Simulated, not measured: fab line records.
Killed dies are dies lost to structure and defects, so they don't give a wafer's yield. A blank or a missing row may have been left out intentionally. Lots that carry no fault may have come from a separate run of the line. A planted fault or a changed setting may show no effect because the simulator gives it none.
fab line records ; flow ritCmos
record: lots: 15; wafers: 45; lastDay: 7
route steps=202 shown PWELL@40
lots untouched by any fault: they come from a run of this same line in which no faults occurred
startH: the number of hours between the record's first day and the start of the first shown wafer of the lot ; waitH: time in hours since the lot's previous step ; " same as the row above ; L1.1+2: a row that stands for several wafers ; - no value, or no start given ; * or withheld: withheld ; < > ~ a bound
route shown NAME@n: NAME is a module with steps in the file, n the number in the route of the first one ; usual: average and standard deviation across the fault-free wafers ; same: alike in all rows ; chamber/n: place in a boat ; sites: the reading at each site ; _std_site: standard deviation across them ; _edge_site: inner sites' mean taken away from outer sites' mean ; radiusMm: how far each site lies from the wafer's centre ; mask NAME#n: copy n ; behind: the tool/chamber that last shaped the wafer ; hold: the reason the lot was held/the length of the hold in hours/how it ended ; device: which transistor (n, p or np) failed to switch ; end of line: at the end of the route, the tests of the same wafers ; where a step has no rows: the recipe by itself ; killed: the dies lost at the first sort to structure and to defects; this is not the yield of the wafer ; map: a wafer's dies, x killed, . not, _ none there
set.NAME: the run value of the setting; set.NAME@STEP: its run value at that earlier step ; model.NAME: the simulator's own value behind a step, which no gauge read
the route's steps for a sample of lots (tables are steps, rows are wafers)
== steps ==
step: RIT_PWELL_COAT_01
recipe: resist: NOVOLAK; spinRpm: 2000; resistThkNm: 1300
usual: chillPlateTempC: 22.99/0.1; dispensePressureKPa: 48.4/1.6
lot.wafer;tool;chamber;startH;waitH;chillPlateTempC;dispensePressureKPa
L720.2;lithoTrack-04;0;21.09;0.1;22.96;48.1
L720.4;lithoTrack-04;0;21.09;0.1;22.96;48.0
L720.5;lithoTrack-04;0;21.09;0.1;23.04;48.1
L721.3;lithoTrack-03;0;26.16;0.1;23.02;50.1
L721.5;lithoTrack-03;0;26.16;0.1;23.02;50.1
L721.6;lithoTrack-03;0;26.16;0.1;23.01;50.0
L723.1;lithoTrack-03;0;36.90;0.1;23.19;50.1
L723.3;lithoTrack-03;0;36.90;0.1;22.99;50.1
L723.6;lithoTrack-03;0;36.90;0.1;23.03;50.1
L724.2;lithoTrack-03;0;41.17;0.1;22.95;50.1
L724.5;lithoTrack-03;0;41.17;0.1;23.08;50.1
L724.6;lithoTrack-03;0;41.17;0.1;22.91;50.1
L725.3;lithoTrack-04;0;46.18;0.1;23.06;48.1
L725.4;lithoTrack-04;0;46.18;0.1;22.85;48.0
L725.6;lithoTrack-04;0;46.18;0.1;23.07;48.1
L728.2;lithoTrack-04;0;61.64;0.1;23.08;48.1
L728.3;lithoTrack-04;0;61.64;0.1;23.09;48.1
L728.4;lithoTrack-04;0;61.64;0.1;23.01;48.1
L729.1;lithoTrack-04;0;67.47;0.1;23.06;48.1
L729.2;lithoTrack-04;0;67.47;0.1;22.84;48.1
L729.5;lithoTrack-04;0;67.47;0.1;22.93;48.1
L732.2;lithoTrack-01;0;81.82;0.1;23.08;44.9
L732.3;lithoTrack-01;0;81.82;0.1;23.06;44.9
L732.6;lithoTrack-01;0;81.82;0.1;22.97;44.9
L733.2;lithoTrack-03;0;86.10;0.1;22.93;50.0
L733.4;lithoTrack-03;0;86.10;0.1;22.99;50.1
L733.6;lithoTrack-03;0;86.10;0.1;22.95;50.1
L736.2;lithoTrack-04;0;101.32;0.1;22.94;48.1
L736.4;lithoTrack-04;0;101.32;0.1;23.04;48.1
L736.6;lithoTrack-04;0;101.32;0.1;23.02;48.1
L738.1;lithoTrack-04;0;111.12;0.1;22.95;48.1
L738.3;lithoTrack-04;0;111.12;0.1;23.15;48.1
L738.4;lithoTrack-04;0;111.12;0.1;23.00;48.1
L740.3;lithoTrack-03;-;123.75;0.1;-;-
L740.4;lithoTrack-03;-;123.75;0.1;-;-
L740.6;lithoTrack-03;-;123.75;0.1;-;-
L741.2;lithoTrack-03;-;128.06;0.1;-;-
L741.5;lithoTrack-03;-;128.06;0.1;-;-
L741.6;lithoTrack-03;-;128.06;0.1;-;-
L742.1;lithoTrack-04;-;132.72;0.1;-;-
L742.2;lithoTrack-04;-;132.72;0.1;-;-
L742.6;lithoTrack-04;-;132.72;0.1;-;-
L743.2;lithoTrack-04;0;138.47;0.1;23.20;48.0
L743.3;lithoTrack-04;0;138.47;0.1;23.25;48.1
L743.4;lithoTrack-04;0;138.47;0.1;23.12;48.1
step: RIT_PWELL_OVL_MEAS_06
usual: PWELL_OVL: -0.6/1.3
lot.wafer;tool;chamber;startH;waitH;PWELL_OVL[nm]
L720.2;overlay-01;-;21.84;-;1.0
L720.4;overlay-01;-;21.84;-;-1.2
L720.5;overlay-01;-;21.84;-;-0.3
L721.3;overlay-02;-;26.85;-;0.5
L721.5;overlay-02;-;26.85;-;-0.8
L721.6;overlay-02;-;26.85;-;-1.8
L723.1;overlay-01;-;37.63;-;-1.8
L723.3;overlay-01;-;37.63;-;-0.1
L723.6;overlay-01;-;37.63;-;-0.9
L724.2;overlay-01;-;42.02;-;1.1
L724.5;overlay-01;-;42.02;-;0.4
L724.6;overlay-01;-;42.02;-;-0.3
L725.3;overlay-01;-;47.21;-;-2.9
L725.4;overlay-01;-;47.21;-;-1.9
L725.6;overlay-01;-;47.21;-;-2.6
L728.2;overlay-02;-;62.59;-;2.4
L728.3;overlay-02;-;62.59;-;-1.3
L728.4;overlay-02;-;62.59;-;0.6
L729.1;overlay-01;-;68.32;-;-1.1
L729.2;overlay-01;-;68.32;-;0.2
L729.5;overlay-01;-;68.32;-;-0.8
L732.2;overlay-01;-;82.53;-;0.6
L732.3;overlay-01;-;82.53;-;-0.4
L732.6;overlay-01;-;82.53;-;-0.4
L733.2;overlay-01;-;86.94;-;1.0
L733.4;overlay-01;-;86.94;-;0.0
L733.6;overlay-01;-;86.94;-;1.9
L736.2;overlay-01;-;102.03;-;-0.3
L736.4;overlay-01;-;102.03;-;0.9
L736.6;overlay-01;-;102.03;-;0.2
L738.1;overlay-02;-;111.98;-;-2.8
L738.3;overlay-02;-;111.98;-;-0.3
L738.4;overlay-02;-;111.98;-;-2.2
L740.3;overlay-02;-;124.44;-;-
L740.4;overlay-02;-;124.44;-;-
L740.6;overlay-02;-;124.44;-;-
L741.2;overlay-02;-;128.89;-;-
L741.5;overlay-02;-;128.89;-;-
L741.6;overlay-02;-;128.89;-;-
L742.1;overlay-01;-;133.45;-;-
L742.2;overlay-01;-;133.45;-;-
L742.6;overlay-01;-;133.45;-;-
L743.2;overlay-01;-;139.18;-;-2.4
L743.3;overlay-01;-;139.18;-;-2.5
L743.4;overlay-01;-;139.18;-;-1.7
== key ==
firstSign: step: RIT_PWELL_COAT_01; reading: toolRecord; direction: missing
effect: step: RIT_PWELL_OVL_MEAS_06; reading: PWELL_OVL; direction: missing
metAt RIT_PWELL_COAT_01
struckLots L740,L741,L742
sortLeftOut L740.3,L740.4,L740.6,L741.2,L741.5,L741.6,L742.1,L742.2,L742.6
testerLeftOut L740,L741,L742
onsetBetween 111.12 123.75
fault: kind: skippedStepWhole; tool: lithoTrack-03,lithoTrack-04; chamber: -; onsetH: 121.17; steps: RIT_PWELL_COAT_01; scope: struckLotsOnly
testerLeftOut: of these lots the tester's yield and bins aren't shown, on N5 and GAA mostly nor the transistor test; their killed dies are dies lost to structure and defects alone, not to doping, threshold or leakage, so they don't give the yield
sortLeftOut: the simulated sort isn't trusted on such a fault, so these wafers' sort isn't shown, and their yield isn't known
